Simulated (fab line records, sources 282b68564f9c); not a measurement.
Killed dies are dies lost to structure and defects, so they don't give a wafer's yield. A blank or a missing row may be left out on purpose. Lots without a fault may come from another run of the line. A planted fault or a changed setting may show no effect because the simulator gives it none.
A struck lot beside a sound one | flow rit_cmos | 44 steps out of a route of 202
Sound: wafers L700.2, L700.4, L700.6. Struck: wafers L710.2, L710.4, L710.5. The cause comes at the end.
At each step with rows: each side's tool, then ch and its chambers, then its first start. Under that, the readings that differ: sound wafers | struck wafers | difference of the means | sigmas: that difference in standard deviations of wafers without a fault.
alike: readings whose means differ by less than 2 such deviations, and words and numbers that are the same on both sides. not compared: withheld readings, readings that some wafer has no value for, bounds like >300 that may hide the same value, and numbers for which the record gives no deviation and whose values overlap.
The two part at a step that has a row with sigmas, a row that says differs or no value, or rows on one side only. Numbers that don't overlap but have no deviation are shown without sigmas and don't part them. A reading that every wafer of one side lacks parts them only if that side has two wafers or more.

first, 2 steps without rows for these wafers: RIT_NLDD_HARDBAKE_07 (time 60 s); RIT_NLDD_IMPLANT_08.
RIT_NLDD_STRIP_09: strips in O2, time 180 s.
  sound on plasma_asher-02 ch 0,1, day 4 20:22; struck on plasma_asher-02 ch 0,1, day 6 22:13
  alike: drypump_motor_current_A
  not compared: rf_hours_counter_h
RIT_NLDD_TW_MEAS_10:
  sound on film_metro-01, day 4 20:33; struck on film_metro-03, day 6 22:25
  alike: NLDD_TW
then, 6 steps without rows for these wafers: RIT_PLDD_HMDS_00 (prime time 60 s); RIT_PLDD_COAT_01 (resist thk 1000 nm); RIT_PLDD_SOFTBAKE_02 (time 60 s); RIT_PLDD_EXPOSE_03 (exposes mask M8, target cd 40900 nm); RIT_PLDD_PEB_04; RIT_PLDD_DEVELOP_05 (develop time 50 s).
RIT_PLDD_OVL_MEAS_06:
  sound on overlay-01, day 4 21:35; struck on overlay-01, day 6 23:19
  alike: PLDD_OVL
then, 1 step without rows for these wafers: RIT_PLDD_HARDBAKE_07 (time 60 s).
RIT_PLDD_IMPLANT_08:
  sound on implanter-02 ch 0, day 4 21:47; struck on implanter-01 ch 0, day 6 23:31
  reading                   | sound                | struck               | difference | sigmas
  beam_energy_keV           | 20.008 19.995 20.001 | 26.003 26.009 26.000 | +6.003     | +99 or more
  model.implant.rp_nm (nm)  | 17.04 17.04 17.04    | 21.33 21.33 21.33    | +4.29      |
  model.implant.drp_nm (nm) | 9.752 9.752 9.752    | 11.73 11.73 11.73    | +1.98      |
  alike: end_station_pressure_torr
RIT_PLDD_STRIP_09: strips in O2, time 180 s.
  sound on plasma_asher-02 ch 0,1, day 4 21:55; struck on plasma_asher-01 ch 0,1, day 6 23:39
  alike: drypump_motor_current_A
  not compared: rf_hours_counter_h
RIT_PLDD_TW_MEAS_10:
  sound on film_metro-01, day 4 22:06; struck on film_metro-01, day 6 23:50
  reading | sound          | struck         | difference | sigmas
  PLDD_TW | 2291 2285 2288 | 2454 2461 2461 | +171       | +8
then, 4 steps without rows for these wafers: RIT_SPACER_CLEAN_00 (cleans in SC1, time 600 s); RIT_SPACER_CLEAN_01 (cleans in dHF, time 30 s); RIT_SPACER_CLEAN_02 (cleans in SC2, time 600 s); RIT_SPACER_CVD_03 (deposits Si3N4 from SiH2Cl2/NH3, target thk 250 nm, time 3300 s).
RIT_SPACER_THK_MEAS_04:
  sound on film_metro-02, day 5 00:28; struck on film_metro-02, day 7 02:10
  alike: SPACER_NITRIDE_THK
RIT_SPACER_ETCHBACK_05: etches Si3N4 in SF6/CHF3, stops on SiO2, target depth 250 nm, time 240 s.
  sound on rie_diel-03 ch 1,2, day 5 00:31; struck on rie_diel-03 ch 0,2, day 7 02:13
  alike: drypump_motor_current_A, oes_product_au, throttle_valve_pct
  not compared: rf_hours_counter_h
then, 6 steps without rows for these wafers: RIT_NSD_HMDS_00 (prime time 60 s); RIT_NSD_COAT_01 (resist thk 1000 nm); RIT_NSD_SOFTBAKE_02 (time 60 s); RIT_NSD_EXPOSE_03 (exposes mask M9, target cd 40700 nm); RIT_NSD_PEB_04; RIT_NSD_DEVELOP_05 (develop time 50 s).
RIT_NSD_OVL_MEAS_06:
  sound on overlay-02, day 5 01:32; struck on overlay-01, day 7 03:14
  alike: NSD_OVL
then, 2 steps without rows for these wafers: RIT_NSD_HARDBAKE_07 (time 60 s); RIT_NSD_IMPLANT_08.
RIT_NSD_STRIP_09: strips in O2, time 180 s.
  sound on plasma_asher-01 ch 0,1, day 5 01:52; struck on plasma_asher-01 ch 0,1, day 7 03:34
  alike: drypump_motor_current_A
  not compared: rf_hours_counter_h
RIT_NSD_TW_MEAS_10:
  sound on film_metro-03, day 5 02:02; struck on film_metro-04, day 7 03:44
  reading | sound          | struck         | difference | sigmas
  NSD_TW  | 3068 3087 3084 | 3145 3144 3134 | +61        | +2
then, 6 steps without rows for these wafers: RIT_PSD_HMDS_00 (prime time 60 s); RIT_PSD_COAT_01 (resist thk 1000 nm); RIT_PSD_SOFTBAKE_02 (time 60 s); RIT_PSD_EXPOSE_03 (exposes mask M10, target cd 40900 nm); RIT_PSD_PEB_04; RIT_PSD_DEVELOP_05 (develop time 50 s).
RIT_PSD_OVL_MEAS_06:
  sound on overlay-01, day 5 02:57; struck on overlay-02, day 7 04:39
  alike: PSD_OVL
then, 2 steps without rows for these wafers: RIT_PSD_HARDBAKE_07 (time 60 s); RIT_PSD_IMPLANT_08.
RIT_PSD_STRIP_09: strips in O2, time 180 s.
  sound on plasma_asher-01 ch 0,1, day 5 03:17; struck on plasma_asher-01 ch 0,1, day 7 04:59
  alike: drypump_motor_current_A
  not compared: rf_hours_counter_h
RIT_SDANNEAL_RS_MEAS_06: measures by four-point-probe.
  sound on film_metro-01, day 5 04:12; struck on film_metro-03, day 7 05:58
  reading          | sound             | struck            | difference | sigmas
  PLDD_RS (ohm/sq) | 179.0 178.7 178.9 | 163.7 164.2 163.3 | -15.1      | -29
RIT_M1_PROBE_99:
  sound on prober-02, day 5 12:43; struck on prober-02, day 7 14:43
  reading                             | sound             | struck            | difference | sigmas
  model.etest.pmos_turned.r_on_ohm_um | 3541 3418 3341    | 2996 3040 2942    | -441       |
  model.etest.pmos_0p3.r_on_ohm_um    | 6251 6138 6126    | 5992 6118 6002    | -134       |
  model.etest.pmos_0p15.r_on_ohm_um   | 2812 2739 2676    | 2454 2492 2397    | -295       |
  model.etest.pldd.rs_ohm_sq          | 528 527 503.3     | 342.8 340.1 338.8 | -178.9     |
  model.etest.pldd.line_ohm_um        | 167.4 163.7 158.3 | 107.8 107.2 105.8 | -56.2      |
  model.etest.pmos_turned.drive_ua_um | 185.8 191 196.2   | 226.1 220 232.7   | +35.3      |
  model.etest.pmos_0p15.drive_ua_um   | 248.3 259.6 262.2 | 288.8 281 294.3   | +31.3      |
  alike: killed_at_front_end, killed_dies, killed_open, killed_short
  not compared: model.etest.pmos_narrow.drive_ua_um

WHERE THEY PART
First at RIT_PLDD_IMPLANT_08; last, within this record, at RIT_SDANNEAL_RS_MEAS_06. Later steps at which nothing parts them and some readings are alike: RIT_M1_PROBE_99.

WHY: what the simulator had put in
Process parameter drift: implanter-01, from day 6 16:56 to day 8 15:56, at RIT_PLDD_IMPLANT_08. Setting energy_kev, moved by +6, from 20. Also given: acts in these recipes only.
